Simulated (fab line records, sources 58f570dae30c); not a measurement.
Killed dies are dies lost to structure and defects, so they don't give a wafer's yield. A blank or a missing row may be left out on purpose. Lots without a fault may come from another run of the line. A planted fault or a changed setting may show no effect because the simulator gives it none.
Which tool did it? | flow berkeley_cmos170 | 13 lots, 39 wafers sampled, at 5 steps of a route of 331

WHAT THE GAUGES READ, wafer by wafer
UCB170_NSD_CD_MEAS_06: target cd 1200 nm. Usual: cd_nm 1200.0 nm, standard deviation 1.3.
lot  | measured     | on        | cd_nm (nm)           | flag
L570 | day 7 14:02  | cd_sem-02 | 1199.3 1198.7 1198.2 |
L573 | day 8 03:48  | cd_sem-02 | 1200.3 1200.4 1200.7 |
L571 | day 8 04:31  | cd_sem-02 | 1198.9 1199.7 1199.7 |
L572 | day 8 04:50  | cd_sem-01 | 1199.5 1198.2 1199.5 |
L574 | day 8 18:10  | cd_sem-02 | 1201.6 1201.6 1200.0 |
L575 | day 8 18:25  | cd_sem-02 | 1200.0 1198.4 1199.3 |
L577 | day 9 06:19  | cd_sem-01 | 1200.4 1199.6 1200.7 |
L579 | day 9 20:17  | cd_sem-02 | 1201.0 1198.8 1199.2 |
L578 | day 9 20:22  | cd_sem-01 | 1199.7 1200.6 1199.6 |
L588 | day 11 18:20 | cd_sem-01 | 1197.0 1197.8 1197.5 |
L590 | day 12 13:29 | cd_sem-01 | 1198.1 1199.8 1198.1 |
L591 | day 13 03:50 | cd_sem-02 | 1199.5 1198.7 1199.6 |
L592 | day 13 04:14 | cd_sem-02 | 1201.2 1202.0 1201.4 |

UCB170_NSD_OVL_MEAS_07. Usual: NSD_OVL -1 nm, standard deviation 6.1.
lot  | measured     | on         | NSD_OVL (nm) | flag
L570 | day 7 14:10  | overlay-02 | -11 -8 -3    |
L573 | day 8 03:55  | overlay-02 | 4 -5 2       |
L571 | day 8 04:38  | overlay-02 | -1 6 4       |
L572 | day 8 04:55  | overlay-01 | 3 4 10       |
L574 | day 8 18:17  | overlay-02 | -2 0 -4      |
L575 | day 8 18:32  | overlay-01 | -13 -6 -1    |
L577 | day 9 06:25  | overlay-01 | 0 -6 -5      |
L579 | day 9 20:23  | overlay-01 | -7 -11 -2    |
L578 | day 9 20:28  | overlay-02 | 1 6 -1       |
L588 | day 11 18:28 | overlay-01 | 10 0 1       |
L590 | day 12 13:36 | overlay-01 | -5 -16 -3    |
L591 | day 13 03:57 | overlay-01 | 3 0 -4       |
L592 | day 13 04:20 | overlay-01 | 7 -3 2       |

UCB170_CONTACT_CD_MEAS_15: target cd 700 nm. Usual: cd_nm 699.7 nm, standard deviation 1.6.
lot  | measured     | on        | cd_nm (nm)        | flag
L570 | day 7 21:08  | cd_sem-01 | 697.9 699.8 700.0 |
L573 | day 8 10:37  | cd_sem-02 | 702.3 702.0 701.2 |
L571 | day 8 11:09  | cd_sem-01 | 697.5 697.0 697.2 |
L572 | day 8 12:46  | cd_sem-02 | 699.5 699.8 698.6 |
L574 | day 9 00:47  | cd_sem-02 | 700.4 699.1 701.1 |
L575 | day 9 01:41  | cd_sem-01 | 701.9 701.2 701.6 |
L577 | day 9 12:26  | cd_sem-01 | 699.4 700.3 700.0 |
L579 | day 10 04:44 | cd_sem-01 | 698.4 699.3 699.5 |
L578 | day 10 03:02 | cd_sem-01 | 698.4 698.4 700.1 |
L588 | day 12 01:37 | cd_sem-02 | 704.5 704.3 703.7 |
L590 | day 12 21:29 | cd_sem-01 | 699.0 699.1 698.4 |
L591 | day 13 12:00 | cd_sem-01 | 701.2 698.3 698.8 |
L592 | day 13 13:04 | cd_sem-01 | 699.8 701.1 700.4 |

UCB170_M1_CD_MEAS_09: target cd 700 nm. Usual: cd_nm 700.0 nm, standard deviation 1.9.
lot  | measured     | on        | cd_nm (nm)        | flag
L570 | day 7 23:44  | cd_sem-01 | 699.6 699.3 700.5 |
L573 | day 8 12:50  | cd_sem-02 | 701.2 700.9 699.9 |
L571 | day 8 13:16  | cd_sem-02 | 697.4 696.0 696.2 |
L572 | day 8 15:33  | cd_sem-02 | 701.7 702.6 701.4 |
L574 | day 9 02:40  | cd_sem-01 | 700.6 702.1 703.0 |
L575 | day 9 03:37  | cd_sem-01 | 698.7 699.3 699.4 |
L577 | day 9 14:22  | cd_sem-01 | 699.8 698.9 699.0 |
L579 | day 10 06:35 | cd_sem-02 | 699.6 699.4 700.3 |
L578 | day 10 04:58 | cd_sem-01 | 702.3 701.2 701.5 |
L588 | day 12 03:35 | cd_sem-01 | 697.1 699.2 698.3 |
L590 | day 12 23:17 | cd_sem-02 | 698.8 698.9 700.1 |
L591 | day 13 14:53 | cd_sem-02 | 697.2 697.4 698.8 |
L592 | day 13 15:12 | cd_sem-02 | 696.9 698.6 698.6 |

WHICH TOOL RAN EACH LOT (tool, then ch and the chambers of the sampled wafers, then the start)
lot  | UCB170_CONTACT_SOFTBAKE_11
L570 | litho_track-03 ch 0, day 7 20:00
L573 | litho_track-04 ch 0, day 8 09:00
L571 | litho_track-04 ch 0, day 8 10:00
L572 | litho_track-03 ch 0, day 8 11:00
L574 | litho_track-01 ch 0, day 9 00:00
L575 | litho_track-04 ch 0, day 9 01:00
L577 | litho_track-01 ch 0, day 9 11:00
L579 | litho_track-04 ch 0, day 10 03:00
L578 | litho_track-03 ch 0, day 10 02:00
L588 | litho_track-01 ch 0, day 12 00:00
L590 | litho_track-03 ch 0, day 12 20:00
L591 | litho_track-03 ch 0, day 13 10:00
L592 | litho_track-04 ch 0, day 13 11:00
- UCB170_CONTACT_SOFTBAKE_11: time 60 s.

WHAT THE TOOLS THEMSELVES READ (means of the sampled wafers that have a number; where no wafer has one, the mark that the record gives instead)
UCB170_CONTACT_SOFTBAKE_11. Usual: plate_temp_C 129.99 C, standard deviation 0.17.
lot  | tool           | plate_temp_C (C) | flag
L570 | litho_track-03 | 129.89           |
L573 | litho_track-04 | 130.14           |
L571 | litho_track-04 | 129.81           |
L572 | litho_track-03 | 129.70           |
L574 | litho_track-01 | 129.90           |
L575 | litho_track-04 | 130.03           |
L577 | litho_track-01 | 130.01           |
L579 | litho_track-04 | 130.04           |
L578 | litho_track-03 | 129.79           |
L588 | litho_track-01 | 129.86           |
L590 | litho_track-03 | 129.96           |
L591 | litho_track-03 | 129.96           |
L592 | litho_track-04 | 130.13           |

THE ANSWER, worked out from the rows above alone
Rule: a lot is off if the mean of its wafers that have a number lies more than 3 standard deviations from the usual mean. A lot without any number at a reading at which 4 lots or more have one is off too. The other lots that the step has rows for count as sound. The gauges are gone through in route order, then the tools' own readings, and for those a lot's mean is taken as printed above. The first step at which some lot is off is used, and at that step the reading that is off furthest; a lot without a number counts as furthest.
No lot is off at any reading shown: from this, nothing can be told.

WHAT THE SIMULATOR HAD PUT IN
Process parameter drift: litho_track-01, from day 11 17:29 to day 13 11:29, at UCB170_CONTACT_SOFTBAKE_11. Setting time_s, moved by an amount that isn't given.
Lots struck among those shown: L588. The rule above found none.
